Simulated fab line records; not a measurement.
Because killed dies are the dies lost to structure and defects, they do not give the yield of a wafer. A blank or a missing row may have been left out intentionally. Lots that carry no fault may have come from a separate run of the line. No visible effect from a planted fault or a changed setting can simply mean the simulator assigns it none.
One fault through the eyes of 2 desks || flow ritCmos || each desk has only its own numbers; what lay behind them comes last

== THE TOOL OWNER'S DESK: implanter-04 ==
For each lot that ran on this tool, the mean over its sampled wafers that have a number, from the tool's own readings at RIT_NLDD_IMPLANT_08. Marked OUT: a lot whose mean sits more than 4 standard deviations from the usual mean, which makes it out of limits; the brackets give that distance.
Columns: A = beamEnergyKeV at RIT_NLDD_IMPLANT_08, usual 20.000
{"lot": "L970", "first seen here": "day 3 00:21", "A": 20.000}
{"lot": "L975", "first seen here": "day 4 01:41", "A": 19.996}
{"lot": "L983", "first seen here": "day 5 16:08", "A": 20.007}
This desk found nothing out of limits on any of the 3 lots.

== AT THE METROLOGY DESK ==
Means of the sampled wafers that have a number, per lot and without regard to the tool the lot ran on: this is what the gauges read. Marked OUT: a lot whose mean sits more than 4 standard deviations from the usual mean, which makes it out of limits; the brackets give that distance.
Columns: A = NLDD_RS at RIT_SDANNEAL_RS_MEAS_07, usual 151.5 ohm/sq
{"lot": "L970", "first seen here": "day 3 09:23", "A": 151.0}
{"lot": "L971", "first seen here": "day 3 15:41", "A": 151.0}
{"lot": "L973", "first seen here": "day 3 22:19", "A": 151.0}
{"lot": "L975", "first seen here": "day 4 10:07", "A": 151.5}
{"lot": "L982", "first seen here": "day 5 21:47", "A": 151.2}
{"lot": "L983", "first seen here": "day 6 02:55", "A": 153.4}
{"lot": "L985", "first seen here": "day 6 12:11", "A": 152.9}
{"lot": "L987", "first seen here": "day 6 20:07", "A": 151.2}
{"lot": "L988", "first seen here": "day 7 01:35", "A": 151.6}
{"lot": "L989", "first seen here": "day 7 07:58", "A": 151.4}
{"lot": "L990", "first seen here": "day 7 13:06", "A": 151.3}
{"lot": "L991", "first seen here": "day 7 21:04", "A": 151.6}
{"lot": "L992", "first seen here": "day 7 23:58", "A": 151.9}
This desk found nothing out of limits on any of the 13 lots.

== ALL TOGETHER ==
The desk of the tool owner found nothing out of limits.
At the metrology desk, nothing out of limits was observed.

== WHAT WAS PUT IN BY THE SIMULATOR ==
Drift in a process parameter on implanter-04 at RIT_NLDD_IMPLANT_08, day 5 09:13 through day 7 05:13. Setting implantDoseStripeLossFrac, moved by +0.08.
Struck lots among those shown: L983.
